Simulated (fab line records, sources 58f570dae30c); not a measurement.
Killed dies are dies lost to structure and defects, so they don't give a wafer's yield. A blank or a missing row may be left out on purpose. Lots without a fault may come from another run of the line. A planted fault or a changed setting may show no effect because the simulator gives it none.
Problem report in the 8D (eight disciplines) form, filled by code | flow berkeley_cmos170 | the parts of the form that need people (team, actions taken, sign-off) are left out

1. THE PROBLEM
GATE_POLY_THK at UCB170_GATE_THK_MEAS_05 reads a mean of 261.6 nm on 6 wafers of 2 lots; wafers without a fault read 213.9 nm with a standard deviation of 2. That is +24 standard deviations from the usual mean.
First seen on wafer L258.1, day 7 09:29, on film_metro-01. The record holds 36 wafers of 12 lots with a number at this step. Rule for "out", or "out of limits": more than 4 standard deviations from the usual mean. The other wafers with a number count as sound.

2. WHAT IT IS AND WHAT IT IS NOT
question                    | is                           | is not
which readings at this step | GATE_POLY_THK                | -
which lots                  | L257, L258                   | L253, L254, L255, L256, L270, L271, L272, L274, L275, L276
which wafers of those lots  | all that have a number       | -
read on which gauges        | film_metro-01, film_metro-02 | film_metro-04
when                        | from day 7 09:29             | up to then (12 sound wafers); but 18 sound wafers of L270, L271, L272, L274, L275, L276 came after

3. SUSPECTS, AND WHAT RULES EACH OUT
Counting: a tool at a process step up to the reading stays a suspect if it ran every lot that is out and no sound lot after the first of them.
- the gauge at UCB170_GATE_THK_MEAS_05: ruled out. The wafers that are out were read on 2 gauges (film_metro-01, film_metro-02).
- lpcvd-02 at UCB170_GATE_CVD_04 (deposits poly-Si from SiH4, time 1440 s, target thk 214 nm): kept. It ran every lot that is out, first L257 (day 7 08:05), and no sound lot after that; its last sound lot up to then is L253 (day 6 10:28). Its own readings are out on those wafers: pressure_mtorr.
Left after counting: lpcvd-02 at UCB170_GATE_CVD_04.

4. THE CAUSE (what the simulator had put in)
Process parameter drift: lpcvd-02, from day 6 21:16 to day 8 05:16, at UCB170_GATE_CVD_04. Setting pressure_mtorr, moved by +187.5, from 375. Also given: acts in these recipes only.
Counting left only this tool.

5. THE CHAIN OF EFFECTS, in route order
Each row: a reading whose mean over the struck wafers that have a number lies more than 3 standard deviations from the usual. Only readings for which the record gives a usual standard deviation are gone through. hours: the time from each lot's start at the first step in this table that gives one to its start at this step, as a median over the lots. sigmas: the change in usual standard deviations.
hours | step                    | reading        | usual       | on struck wafers | change | sigmas
0     | UCB170_GATE_CVD_04      | pressure_mtorr | 374.9 mTorr | 562.5            | +187.6 | +99 or more
1     | UCB170_GATE_THK_MEAS_05 | GATE_POLY_THK  | 213.9 nm    | 261.6            | +47.7  | +24
8     | UCB170_GATE_ETCH_15     | oes_product_au | 0.827 a.u.  | 0.957            | +0.130 | +8.7
The process steps in it:
- UCB170_GATE_CVD_04: deposits poly-Si from SiH4, time 1440 s, target thk 214 nm.
- UCB170_GATE_ETCH_15: etches poly-Si in HBr/Cl2, stops on SiO2, time 56.3 s, target depth 278.2 nm.
Later measuring or inspecting steps at which every struck wafer that the step has a row for has a number for every such reading, and none has moved that far: UCB170_NLDD_CD_MEAS_06, UCB170_PSD_OVL_MEAS_07.

6. WHAT WOULD HAVE CAUGHT IT SOONER
In this record the first reading out of limits at a measuring or inspecting step was taken at day 7 09:29, 12 hours after the fault began at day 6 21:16.
The tool's own readings at UCB170_GATE_CVD_04 were out on every struck wafer that the step has a row for (pressure_mtorr): an alarm limit on them would have fired on the first of those.
All the lots that are out (2) had begun UCB170_GATE_CVD_04 on lpcvd-02 by day 7 09:29. A hold on the tool at that time would have spared none of them.
